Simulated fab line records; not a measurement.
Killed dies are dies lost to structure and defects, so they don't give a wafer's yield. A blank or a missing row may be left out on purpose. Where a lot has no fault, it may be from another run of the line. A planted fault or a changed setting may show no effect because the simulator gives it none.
Struck lot and sound lot, side by side	flow ritCmos	22 out of 202 route steps
Sound: the wafers L159.1, L159.3, L159.4. Wafers struck: L166.1, L166.3, L166.6. The cause is named last.
Per side, at each step with rows, come the tool, then ch with its chambers, and then its first start. Under that, the readings that differ: sound wafers	struck wafers	difference of the means	sigmas: that difference in standard deviations of wafers without a fault.
alike: a reading whose means differ by less than 2 such deviations, as well as words and numbers matching on both sides. not compared: withheld readings; readings where some wafer has no value; bounds like >300 that might hide an equal value; numbers whose values overlap and for which the record gives no deviation.
Wherever a step has rows on one side only, a row that says differs or no value, or a row with sigmas, the two part there. Non-overlapping numbers with no deviation appear without sigmas and do not part them. A reading that every wafer of one side lacks parts them only if that side has two wafers or more.

first, 2 steps without rows for these wafers: RIT_NSD_HARDBAKE_07 (time 60 s); RIT_NSD_IMPLANT_08.
RIT_NSD_STRIP_09: strips in O2, time 180 s.
  sound on plasmaAsher-04 ch 0,1, day 5 17:25; struck on plasmaAsher-04 ch 0,1, day 7 05:42
  alike: drypumpMotorCurrentA
  not compared: rfHoursCounterH
RIT_NSD_TW_MEAS_10:
  sound on filmMetro-03 at day 5 17:36; struck on filmMetro-03 at day 7 05:52
  alike: NSD_TW
then, 6 steps without rows for these wafers: RIT_PSD_HMDS_00 (prime time 60 s); RIT_PSD_COAT_01 (resist thk 1000 nm); RIT_PSD_SOFTBAKE_02 (time 60 s); RIT_PSD_EXPOSE_03 (exposes mask M10, target cd 40900 nm); RIT_PSD_PEB_04; RIT_PSD_DEVELOP_05 (develop time 50 s).
RIT_PSD_OVL_MEAS_06:
  sound on overlay-02 at day 5 18:31; struck on overlay-02 at day 7 07:00
  alike: PSD_OVL
then, 1 step without rows for these wafers: RIT_PSD_HARDBAKE_07 (time 60 s).
RIT_PSD_IMPLANT_08:
  sound on implanter-02 ch 0, day 5 18:41; struck on implanter-03 ch 0, day 7 07:11
reading	sound	struck	difference	sigmas
beamEnergyKeV	27.012 26.993 26.996	36.469 36.456 36.461	+9.462	+99 or more
model.implant.rpNm (nm)	21.54 21.54 21.54	27.73 27.73 27.73	+6.19	
model.implant.drpNm (nm)	12.05 12.05 12.05	14.87 14.87 14.87	+2.82	
  alike: endStationPressureTorr
RIT_PSD_STRIP_09: strips in O2, time 180 s.
  sound on plasmaAsher-03 ch 0,1, day 5 18:50; struck on plasmaAsher-03 ch 0,1, day 7 07:20
  alike: drypumpMotorCurrentA
  not compared: rfHoursCounterH
RIT_PSD_TW_MEAS_10:
  sound on filmMetro-02 at day 5 19:01; struck on filmMetro-04 at day 7 07:31
reading	sound	struck	difference	sigmas
PSD_TW	3424 3432 3434	3662 3673 3662	+236	+16
then, 3 steps without rows for these wafers: RIT_SDANNEAL_CLEAN_00 (cleans in SC1, time 600 s); RIT_SDANNEAL_CLEAN_01 (cleans in dHF, time 30 s); RIT_SDANNEAL_CLEAN_02 (cleans in SC2, time 600 s).
RIT_SDANNEAL_RTA_03: time 5 s.
  sound on rtpAnneal-01 ch 0, day 5 19:26; struck on rtpAnneal-02 ch 0, day 7 07:56
  alike: wafer_temp_C_max
RIT_SDANNEAL_RS_MEAS_04: uses a four-point probe to measure.
  sound on filmMetro-03 at day 5 19:30; struck on filmMetro-03 at day 7 08:00
reading	sound	struck	difference	sigmas
PSD_RS (ohm/sq)	116.17 116.08 115.65	98.97 98.69 99.34	-16.97	-59
RIT_SDANNEAL_RS_MEAS_05: uses a four-point probe to measure.
  sound on filmMetro-03 at day 5 19:37; struck on filmMetro-03 at day 7 08:07
  alike: NSD_RS
RIT_M1_PROBE_99:
  sound on prober-01 at day 6 03:21; struck on prober-02 at day 7 15:22
reading	sound	struck	difference	sigmas
model.etest.nwellPinched.rsOhmSq	337.9 338.4 338.2	346.8 347.9 349.4	+9.9	
model.etest.contactPplus.endOhmUm	45.27 44.65 44.43	37.91 36.73 37.53	-7.39	
model.etest.diodePplusNwell.bvV (V)	6.573 6.611 6.526	6.939 7 6.941	+0.390	
model.etest.vpnp.gain	1.038 1.034 1.01	1.321 1.345 1.317	+0.300	
model.etest.diodePplusNwell.cjFfUm2	1.722 1.712 1.729	1.558 1.569 1.568	-0.156	
model.etest.diodePplusComb.cjFfUm2	2.034 2.037 2.03	1.882 1.882 1.881	-0.152	
model.etest.pmos_0p15.bvV (V)	5.649 5.672 5.628	5.756 5.746 5.729	+0.094	
model.etest.pmos_0p3.bvV (V)	5.649 5.671 5.627	5.751 5.741 5.725	+0.090	
  alike: killedAtContacts, killedAtFrontEnd, killedDies, killedOnRim, killedOpen, killedShort

## WHERE THEY PART
First at RIT_PSD_IMPLANT_08; last, within this record, at RIT_SDANNEAL_RS_MEAS_04. Later steps at which nothing parts them and some readings are alike: RIT_SDANNEAL_RS_MEAS_05, RIT_M1_PROBE_99.

WHY: the cause the simulator had injected
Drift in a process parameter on implanter-03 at RIT_PSD_IMPLANT_08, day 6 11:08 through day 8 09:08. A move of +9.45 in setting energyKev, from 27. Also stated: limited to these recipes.
